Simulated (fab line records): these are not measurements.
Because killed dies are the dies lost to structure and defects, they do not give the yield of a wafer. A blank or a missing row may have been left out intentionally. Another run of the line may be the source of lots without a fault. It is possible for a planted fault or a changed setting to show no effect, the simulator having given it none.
Which tool was responsible? | flow rit cmos | 13 lots with 39 wafers sampled at 3 steps, on a route of 202 steps

WHAT THE GAUGES READ, wafer by wafer
RIT_M1_RS_MEAS_01: a four-point-probe measurement.
lot  | measured    | on            | M1_AL_RS (ohm/sq)
L376 | day 3 09:31 | film metro-02 | 0.0737 0.0724 0.0728
L377 | day 3 12:11 | film metro-02 | 0.0734 0.0729 0.0734
L378 | day 3 21:19 | film metro-01 | 0.0731 0.0729 0.0733
L379 | day 4 00:16 | film metro-02 | 0.0739 0.0742 0.0736
L380 | day 4 04:04 | film metro-01 | 0.0736 0.0725 0.0723
L381 | day 4 08:22 | film metro-04 | 0.0738 0.0740 0.0738
L382 | day 4 13:02 | film metro-01 | 0.0715 0.0723 0.0738
L386 | day 5 12:16 | film metro-02 | 0.0568 0.0558 0.0566
L388 | day 5 21:58 | film metro-02 | 0.0555 0.0564 0.0556
L393 | day 6 20:12 | film metro-02 | 0.0724 0.0717 0.0717
L395 | day 7 06:47 | film metro-01 | 0.0737 0.0739 0.0732
L397 | day 7 15:58 | film metro-02 | 0.0739 0.0738 0.0739
L399 | day 8 06:44 | film metro-02 | 0.0746 0.0726 0.0735

RIT_M1_THK_MEAS_02: measures by xrf.
lot  | measured    | on            | M1_AL_THK (nm)
L376 | day 3 09:38 | film metro-02 | 399 405 405
L377 | day 3 12:18 | film metro-02 | 401 401 399
L378 | day 3 21:26 | film metro-01 | 395 396 390
L379 | day 4 00:23 | film metro-02 | 400 399 401
L380 | day 4 04:11 | film metro-01 | 393 399 399
L381 | day 4 08:29 | film metro-04 | 395 394 394
L382 | day 4 13:09 | film metro-01 | 402 400 391
L386 | day 5 12:23 | film metro-02 | 514 524 515
L388 | day 5 22:05 | film metro-02 | 528 520 525
L393 | day 6 20:19 | film metro-02 | 408 413 411
L395 | day 7 06:53 | film metro-01 | 395 392 398
L397 | day 7 16:05 | film metro-02 | 399 398 398
L399 | day 8 06:50 | film metro-02 | 395 404 400

WHAT TOOL EACH LOT RAN ON (gives the tool, then ch and the chambers of the sampled wafers, and finally the start)
lot  | RIT_M1_SPUTTER_00
L376 | pvd sputter-04, day 3 09:14
L377 | pvd sputter-01, day 3 11:53
L378 | pvd sputter-04, day 3 21:02
L379 | pvd sputter-01, day 3 23:58
L380 | pvd sputter-04, day 4 03:46
L381 | pvd sputter-01, day 4 08:04
L382 | pvd sputter-04, day 4 12:44
L386 | pvd sputter-04, day 5 11:58
L388 | pvd sputter-04, day 5 21:40
L393 | pvd sputter-02, day 6 19:54
L395 | pvd sputter-01, day 7 06:26
L397 | pvd sputter-01, day 7 15:40
L399 | pvd sputter-02, day 8 06:25
- RIT_M1_SPUTTER_00: material Al, target thk 400 nm, time 500 s.

WHAT THE TOOLS THEMSELVES READ (means of the sampled wafers that have a number; where no wafer has one, the mark that the record gives instead)
RIT_M1_SPUTTER_00.
lot  | tool           | throttle valve pct (%)
L376 | pvd sputter-04 | 30.7
L377 | pvd sputter-01 | 29.6
L378 | pvd sputter-04 | 30.4
L379 | pvd sputter-01 | 29.3
L380 | pvd sputter-04 | 30.1
L381 | pvd sputter-01 | 29.9
L382 | pvd sputter-04 | 29.8
L386 | pvd sputter-04 | 30.7
L388 | pvd sputter-04 | 30.1
L393 | pvd sputter-02 | 30.3
L395 | pvd sputter-01 | 29.1
L397 | pvd sputter-01 | 29.7
L399 | pvd sputter-02 | 29.9

THE ANSWER, worked out from the rows above alone
Rule: the usual values come from the lots themselves. The widest of any qualifying gaps counts: lots, ordered by their means at a reading, are off when they make up no more than a third of the lots, leave a main group of 4 or more, and stand apart from it by 3 or more times the standard deviation of that group's means. Not used: any main group whose means are identical at the precision the tables above print for the reading. Also off: a lot with no number at a reading for which 4 or more lots have one. The other lots that the step has rows for count as sound. First the gauges in route order, then the tools' own readings, where a lot's mean is used as printed above. At the first step where some lot is off, the reading lying furthest off is the one used; lots without a number count as furthest.
Off: L386, L388, seen at RIT_M1_RS_MEAS_01 (M1_AL_RS). The main group: mean 0.0732 ohm/sq, standard deviation 0.0006.
If a tool, at a process step before that reading, ran all the lots that are off and no sound lot after the first of them, it fits. Those tools and the gauges at RIT_M1_RS_MEAS_01 are tried in the same way. One fits: pvd sputter-04 at RIT_M1_SPUTTER_00. Its last sound lot is L382 (day 4 12:44), its first lot that is off L386 (day 5 11:58): a fault that began between those two fits.

WHAT THE SIMULATOR PUT IN
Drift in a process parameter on pvd sputter-04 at RIT_M1_SPUTTER_00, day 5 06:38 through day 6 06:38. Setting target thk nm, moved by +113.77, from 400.
Struck lots among those shown: L386, L388. Same finding as the rule above.
